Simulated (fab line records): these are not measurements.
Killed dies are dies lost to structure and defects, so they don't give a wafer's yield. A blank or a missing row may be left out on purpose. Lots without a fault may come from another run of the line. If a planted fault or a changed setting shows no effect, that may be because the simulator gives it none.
A lot that was struck, set against a sound lot    flow rit cmos    15 out of 202 route steps
Sound: wafers L733.1, L733.3, L733.5. Wafers L724.1, L724.3, L724.6 were the ones struck. The cause comes at the end.
At each step with rows: each side's tool, then ch and its chambers, then its first start. Under that, the readings that differ: sound wafers    struck wafers    difference of the means    sigmas: that difference in standard deviations of wafers without a fault.
alike: a reading whose means differ by less than 2 such deviations, as well as words and numbers matching on both sides. not compared: withheld readings; readings where some wafer has no value; bounds like >300 that might hide an equal value; numbers whose values overlap and for which the record gives no deviation.
A row with sigmas, a row that says differs or no value, or rows on one side alone: a step with any of these is where the two part. When numbers do not overlap yet have no deviation, they are printed without sigmas and do not part them. Lack of a reading on every wafer of one side parts them only where that side has two or more wafers.

first, 5 steps without rows for these wafers: RIT_PSD_COAT_01 (resist thk 1000 nm); RIT_PSD_SOFTBAKE_02 (time 60 s); RIT_PSD_EXPOSE_03 (exposes mask M10, target cd 40900 nm); RIT_PSD_PEB_04; RIT_PSD_DEVELOP_05 (develop time 50 s).
RIT_PSD_OVL_MEAS_06:
  sound on overlay-01 at day 7 10:43; struck on overlay-01 at day 5 15:31
  alike: PSD_OVL
then, 2 steps without rows for these wafers: RIT_PSD_HARDBAKE_07 (time 60 s); RIT_PSD_IMPLANT_08.
RIT_PSD_STRIP_09: strips in O2, time 180 s.
  sound on plasma asher-02 ch 0, day 7 11:04; struck on plasma asher-01 ch 0,1, day 5 15:54
  alike: drypump motor current A, o2 flow sccm
  not compared: rf hours counter h
RIT_PSD_TW_MEAS_10:
  sound on film metro-04 at day 7 11:14; struck on film metro-02 at day 5 16:05
  alike: PSD_TW
then, 2 steps without rows for these wafers: RIT_SDANNEAL_CLEAN_00 (cleans in SC1, time 600 s); RIT_SDANNEAL_CLEAN_01 (cleans in dHF, time 30 s).
RIT_SDANNEAL_CLEAN_02: cleans in SC2, time 600 s.
  sound on wet bench-03 ch 1, day 7 11:29; struck on wet bench-04 ch 3, day 5 16:20
reading           sound        struck       difference  sigmas
run length s (s)  631 631 631  331 331 331  -300        -79
RIT_SDANNEAL_RTA_03: time 5 s.
  sound on rtp anneal-02 ch 0, day 7 11:41; struck on rtp anneal-01 ch 0, day 5 16:30
  alike: chamber o2 ppm, ramp up c per s, wafer_temp_C_max
RIT_M1_PROBE_99:
  sound on prober-01 at day 7 19:05; struck on prober-02 at day 5 23:51
  alike: killed at front end, killed dies, killed open, killed short

WHERE THEY PART
Only at RIT_SDANNEAL_CLEAN_02, as far as this record shows. Later steps at which nothing parts them and some readings are alike: RIT_SDANNEAL_RTA_03, RIT_M1_PROBE_99.

WHY: the cause the simulator had injected
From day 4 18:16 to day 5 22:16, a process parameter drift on wet bench-04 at RIT_SDANNEAL_CLEAN_02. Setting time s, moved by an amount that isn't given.
